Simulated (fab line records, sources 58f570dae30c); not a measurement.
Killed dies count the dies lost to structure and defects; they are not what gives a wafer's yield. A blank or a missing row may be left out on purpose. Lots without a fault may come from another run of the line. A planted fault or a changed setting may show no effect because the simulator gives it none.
What tool caused it?    flow berkeley_cmos170    14 lots with 42 wafers sampled at 2 steps, on a route of 331 steps

## WHAT EACH GAUGE READ, for each wafer
UCB170_GATE_OVL_MEAS_13. Usual: GATE_OVL typically reads -1 nm, with standard deviation 5.8.
lot   measured      on          GATE_OVL (nm)  flag
L827  day 7 11:51   overlay-01  0 -5 -5        
L831  day 8 02:00   overlay-02  -6 -13 -15     
L829  day 8 02:30   overlay-02  0 -5 -9        
L834  day 8 18:46   overlay-02  6 0 1          
L835  day 8 18:38   overlay-01  7 3 -3         
L836  day 8 18:24   overlay-02  -1 -2 3        
L838  day 9 13:58   overlay-02  5 6 6          
L844  day 10 07:44  overlay-01  0 -7 -10       
L846  day 10 07:27  overlay-02  1 4 -1         
L845  day 10 07:10  overlay-01  2 3 1          
L848  day 10 22:50  overlay-02  -8 0 -7        
L847  day 10 22:31  overlay-02  -4 -4 2        
L849  day 11 11:19  overlay-01  -10 -8 0       
L850  day 11 14:29  overlay-01  -8 -5 -10      

## WHICH TOOL RAN EACH LOT (tool, then ch and the chambers of the sampled wafers, then the start)
lot   UCB170_ACTIVE_STRIP_16
L827  plasma_asher-04 ch 0,1, day 4 23:50
L831  plasma_asher-03 ch 0,1, day 5 15:44
L829  plasma_asher-03 ch 0,1, day 5 16:12
L834  plasma_asher-03 ch 0,1, day 6 19:22
L835  plasma_asher-01 ch 1, day 6 19:39
L836  plasma_asher-03 ch 0,1, day 6 19:58
L838  plasma_asher-01 ch 0,1, day 7 15:14
L844  plasma_asher-04 ch 1, day 8 08:01
L846  plasma_asher-03 ch 0,1, day 8 08:04
L845  plasma_asher-01 ch 0,1, day 8 08:21
L848  plasma_asher-03 ch 1, day 9 00:07
L847  plasma_asher-03 ch 1, day 9 01:18
L849  plasma_asher-01 ch 0,1, day 9 04:22
L850  plasma_asher-01 ch 0,1, day 9 12:46
- UCB170_ACTIVE_STRIP_16: strips in O2.

## WHAT THE TOOLS THEMSELVES READ (means of the sampled wafers that have a number; where no wafer has one, the mark that the record gives instead)
UCB170_ACTIVE_STRIP_16. Usual: drypump_motor_current_A 5.8 A, standard deviation 0.45; oes_product_au 0.721 a.u., standard deviation 0.0041; strip_time_to_endpoint_s 18.09 s, standard deviation 0.1.
lot   tool             drypump_motor_current_A (A)  oes_product_au (a.u.)  strip_time_to_endpoint_s (s)  flag
L827  plasma_asher-04  5.5                          0.717                  18.01                         
L831  plasma_asher-03  5.7                          0.722                  18.20                         
L829  plasma_asher-03  5.7                          0.722                  17.96                         
L834  plasma_asher-03  5.8                          0.718                  18.00                         
L835  plasma_asher-01  5.5                          0.717                  17.97                         
L836  plasma_asher-03  5.7                          0.720                  18.19                         
L838  plasma_asher-01  6.3                          0.719                  18.14                         
L844  plasma_asher-04  5.5                          0.724                  18.18                         
L846  plasma_asher-03  5.8                          0.723                  18.02                         
L845  plasma_asher-01  6.3                          0.719                  18.11                         
L848  plasma_asher-03  5.9                          0.726                  17.99                         
L847  plasma_asher-03  5.8                          0.718                  18.20                         
L849  plasma_asher-01  6.3                          0.726                  18.21                         
L850  plasma_asher-01  5.9                          0.724                  18.19                         

## THE ANSWER, worked out from the rows above alone
Rule: take the mean of a lot's wafers that have a number; if it is more than 3 standard deviations from the usual mean, the lot is off. A lot without any number at a reading at which 4 lots or more have one is off too. All remaining lots with rows at the step are treated as sound. The gauges are gone through in route order, then the tools' own readings, and for those a lot's mean is taken as printed above. At the first step where some lot is off, the reading lying furthest off is the one used; lots without a number count as furthest.
No lot is off at any reading shown: from this, nothing can be told.

## WHAT HAD BEEN PUT IN BY THE SIMULATOR
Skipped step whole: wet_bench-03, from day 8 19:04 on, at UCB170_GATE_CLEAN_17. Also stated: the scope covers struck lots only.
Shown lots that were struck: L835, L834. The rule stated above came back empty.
